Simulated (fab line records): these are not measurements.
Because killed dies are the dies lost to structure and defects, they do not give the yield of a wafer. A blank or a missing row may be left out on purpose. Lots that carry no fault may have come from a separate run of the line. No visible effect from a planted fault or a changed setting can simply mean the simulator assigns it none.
A struck lot beside a sound one || flow berkeley cmos170 || 41 out of 331 route steps
Sound: wafers L780.1, L780.5, L780.6. Wafers L788.1, L788.3, L788.4 were the ones struck. The cause is given at the end.
Each step with rows lists, per side, the tool, then ch with its chambers, then its first start. Under that, the readings that differ: sound wafers || struck wafers || difference of the means || sigmas: that difference in standard deviations of wafers without a fault.
alike: a reading whose means differ by less than 2 such deviations, as well as words and numbers matching on both sides. not compared: withheld readings; readings where some wafer has no value; bounds like >300 that might hide an equal value; numbers whose values overlap and for which the record gives no deviation.
Wherever a step has rows on one side only, a row that says differs or no value, or a row with sigmas, the two part there. Non-overlapping numbers with no deviation appear without sigmas and do not part them. A reading that every wafer of one side lacks parts them only if that side has two wafers or more.

first, 2 steps without rows for these wafers: UCB170_PFIELD_PEB_04; UCB170_PFIELD_DEVELOP_05 (develop time 45 s).
UCB170_PFIELD_OVL_MEAS_06:
  sound on overlay-02 at day 5 15:14; struck on overlay-01 at day 7 06:51
  alike: PFIELD_OVL
next, for these wafers, 1 step has no rows: UCB170_PFIELD_IMPLANT_07.
UCB170_PFIELD_STRIP_08: strips in O2.
  sound on plasma asher-02 ch 0,1, day 5 15:25; struck on plasma asher-01 ch 0,1, day 7 07:02
  alike: drypump motor current A, oes product au, strip time to endpoint s
  not compared: rf hours counter h
UCB170_PFIELD_TW_MEAS_09:
  sound on film metro-02 at day 5 15:31; struck on film metro-03 at day 7 07:08
  alike: PFIELD_TW
then, 2 steps without rows for these wafers: UCB170_FIELD_CLEAN_00 (cleans in dHF, time 7.5 s); UCB170_FIELD_OXIDATION_01 (target thk 558.3 nm, ox time 7200 s).
UCB170_FIELD_THK_MEAS_02:
  sound on film metro-02 at day 5 20:37; struck on film metro-02 at day 7 13:43
  alike: FIELD_OXIDE_THK
then, 3 steps without rows for these wafers: UCB170_FIELD_ANNEAL_03 (time 1200 s); UCB170_FIELD_WET_ETCH_04 (etches SiO2 in dHF, time 60 s); UCB170_FIELD_WET_ETCH_05 (etches Si3N4 in H3PO4, time 12600 s).
UCB170_FIELD_WET_ETCH_06: etches SiO2 in BOE, time 22.83 s.
  sound on wet bench-04 ch 1, day 6 04:24; struck on wet bench-01 ch 2, day 7 22:11
  no value came back on the struck wafers for bath heat duty pct (%), run length s (s), temp c (C); on the sound wafers bath heat duty pct (%) reads 7.4 6.1 6.6
{"reading": "model.SiO2_of_FIELD_OXIDATION_01.thk nm (nm)", "sound": "437.7 454.8 450.5", "struck": "493 505.7 490.8", "difference": "+49", "sigmas": ""}
{"reading": "model.SiO2_of_ACTIVE_OXIDATION_02.thk nm (nm)", "sound": "0 0 0", "struck": "20.56 19.35 20.05", "difference": "+19.99", "sigmas": ""}
UCB170_FIELD_THK_MEAS_90:
  sound on film metro-04 at day 6 04:25; struck on film metro-01 at day 7 22:12
{"reading": "FIELD_OXIDE_LEFT_1_THK (nm)", "sound": "438 455 450", "struck": "493 506 491", "difference": "+49", "sigmas": "+4"}
then, 11 steps without rows for these wafers: UCB170_SACOX_CLEAN_00 (cleans in dHF, time 7.5 s); UCB170_SACOX_OXIDATION_01 (target thk 14.4 nm, ox time 2400 s); UCB170_SCREENOX_WET_ETCH_00 (etches SiO2 in dHF, time 200 s); UCB170_SCREENOX_OXIDATION_01 (target thk 14.4 nm, ox time 2368 s); UCB170_SCREENOX_ANNEAL_03 (time 900 s); UCB170_NVT_HMDS_00 (prime time 60 s); UCB170_NVT_COAT_01 (resist thk 900 nm); UCB170_NVT_SOFTBAKE_02 (time 60 s); UCB170_NVT_EXPOSE_03 (exposes mask PWELL, target cd 3000 nm); UCB170_NVT_PEB_04; UCB170_NVT_DEVELOP_05 (develop time 45 s).
UCB170_NVT_OVL_MEAS_06:
  sound on overlay-01 at day 6 17:29; struck on overlay-02 at day 8 10:23
  alike: NVT_OVL
next, for these wafers, 1 step has no rows: UCB170_NVT_IMPLANT_07.
UCB170_NVT_STRIP_08: strips in O2.
  sound on plasma asher-04 ch 0,1, day 6 17:40; struck on plasma asher-04 ch 0,1, day 8 10:34
  alike: drypump motor current A, oes product au, strip time to endpoint s
  not compared: rf hours counter h
UCB170_NVT_TW_MEAS_09:
  sound on film metro-03 at day 6 17:46; struck on film metro-03 at day 8 10:40
  alike: NVT_TW
then, 7 steps without rows for these wafers: UCB170_NVT_CLEAN_10 (cleans in SPM, time 600 s); UCB170_PVT_HMDS_00 (prime time 60 s); UCB170_PVT_COAT_01 (resist thk 900 nm); UCB170_PVT_SOFTBAKE_02 (time 60 s); UCB170_PVT_EXPOSE_03 (exposes mask NWELL, target cd 3000 nm); UCB170_PVT_PEB_04; UCB170_PVT_DEVELOP_05 (develop time 45 s).
UCB170_PVT_OVL_MEAS_06:
  sound on overlay-01 at day 6 19:20; struck on overlay-02 at day 8 13:19
  alike: PVT_OVL
next, for these wafers, 1 step has no rows: UCB170_PVT_IMPLANT_07.
UCB170_PVT_STRIP_08: strips in O2.
  sound on plasma asher-03 ch 0,1, day 6 19:31; struck on plasma asher-03 ch 0,1, day 8 13:30
  alike: drypump motor current A, oes product au, strip time to endpoint s
  not compared: rf hours counter h
UCB170_PVT_TW_MEAS_09:
  sound on film metro-04 at day 6 19:37; struck on film metro-02 at day 8 13:36
{"reading": "PVT_TW", "sound": "502 503 506", "struck": "510 513 510", "difference": "+7", "sigmas": "+2"}
UCB170_FIELD_THK_MEAS_91:
  sound on film metro-02 at day 6 19:44; struck on film metro-01 at day 8 13:43
{"reading": "FIELD_OXIDE_LEFT_2_THK (nm)", "sound": "347 365 361", "struck": "405 418 403", "difference": "+51", "sigmas": "+4"}

WHERE THEY PART
Earliest at UCB170_FIELD_WET_ETCH_06; latest, in this record, at UCB170_FIELD_THK_MEAS_91.

WHY: what the simulator had put in
Entire step skipped (wet bench-01, UCB170_FIELD_WET_ETCH_06), from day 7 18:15 onward. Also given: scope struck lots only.
